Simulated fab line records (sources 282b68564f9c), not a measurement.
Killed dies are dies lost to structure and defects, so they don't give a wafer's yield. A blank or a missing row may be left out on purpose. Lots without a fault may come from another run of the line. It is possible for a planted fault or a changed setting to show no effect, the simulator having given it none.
Lot-split experiment + flow rit cmos + 23 wafers read from 5 lots, route of 202 steps

ABOUT THE SPLIT
At RIT_GATE_CVD_08 (deposits poly-Si from SiH4, target thk 250 nm, time 2220 s), the setting sih4 flow sccm was moved away from the recipe's 100 sccm on 5 of the 23 wafers read, by -8.4%. This setting was run at the recipe's value on the other wafers.

FROM THE SPLIT TO THE READING: what the file shows between them, 2 steps
- RIT_GATE_HMDS_10: prime time 60 s
- RIT_GATE_STRIP_20: strips in O2, time 180 s

THE READING
poly-Si_of_GATE_CVD_08.thk nm (the simulator's own value, which no gauge read), in nm, at RIT_REOX_CLEAN_00 (cleans in SC1, time 600 s). There is no usual value for it anywhere in the file. Average 245.1 nm, standard deviation 2.8 nm, over the 18 wafers here run with the recipe.

| wafer  | tool, chamber at the split | sih4 flow sccm as run, sccm | against the recipe | poly-Si_of_GATE_CVD_08.thk nm, nm | against lot-mates on the recipe |
|--------|----------------------------|-----------------------------|--------------------|-----------------------------------|---------------------------------|
| L075.2 | -, -                       | 100                         | recipe             | 241.2                             | -                               |
| L075.3 | -, -                       | 100                         | recipe             | 241.2                             | -                               |
| L075.5 | -, -                       | 100                         | recipe             | 241.2                             | -                               |
| L075.4 | -, -                       | 100                         | recipe             | 241.8                             | -                               |
| L075.6 | -, -                       | 100                         | recipe             | 241.6                             | -                               |
| L080.1 | lpcvd-01, 1                | 100                         | recipe             | 245.6                             | -                               |
| L080.5 | lpcvd-01, 1                | 100                         | recipe             | 245.2                             | -                               |
| L080.6 | lpcvd-01, 1                | 100                         | recipe             | 245.2                             | -                               |
| L081.1 | -, -                       | 91.63                       | -8.4%              | 224.1                             | no lot-mate on the recipe       |
| L081.2 | -, -                       | 91.63                       | -8.4%              | 225.5                             | no lot-mate on the recipe       |
| L081.3 | -, -                       | 91.63                       | -8.4%              | 226.6                             | no lot-mate on the recipe       |
| L081.4 | -, -                       | 91.63                       | -8.4%              | 225.9                             | no lot-mate on the recipe       |
| L081.5 | -, -                       | 91.63                       | -8.4%              | 226.7                             | no lot-mate on the recipe       |
| L082.1 | -, -                       | 100                         | recipe             | 245.6                             | -                               |
| L082.2 | -, -                       | 100                         | recipe             | 247.1                             | -                               |
| L082.3 | -, -                       | 100                         | recipe             | 245.4                             | -                               |
| L082.5 | -, -                       | 100                         | recipe             | 244.9                             | -                               |
| L082.6 | -, -                       | 100                         | recipe             | 245                               | -                               |
| L085.1 | -, -                       | 100                         | recipe             | 248.9                             | -                               |
| L085.2 | -, -                       | 100                         | recipe             | 245.1                             | -                               |
| L085.3 | -, -                       | 100                         | recipe             | 248.3                             | -                               |
| L085.4 | -, -                       | 100                         | recipe             | 251                               | -                               |
| L085.6 | -, -                       | 100                         | recipe             | 247.4                             | -                               |

THE FIT
A straight line over all 23 wafers: poly-Si_of_GATE_CVD_08.thk nm changes by +2.31 nm for each +1% of sih4 flow sccm; r = +0.95; the points scatter about the line by 2.6 nm.
Too few moved wafers have a lot-mate on the recipe to fit a line with each lot's own level taken away.

THE FILE'S OWN FIT
poly-Si_of_GATE_CVD_08.thk nm changes by +2.31 nm for each +1% of sih4 flow sccm, r = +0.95.
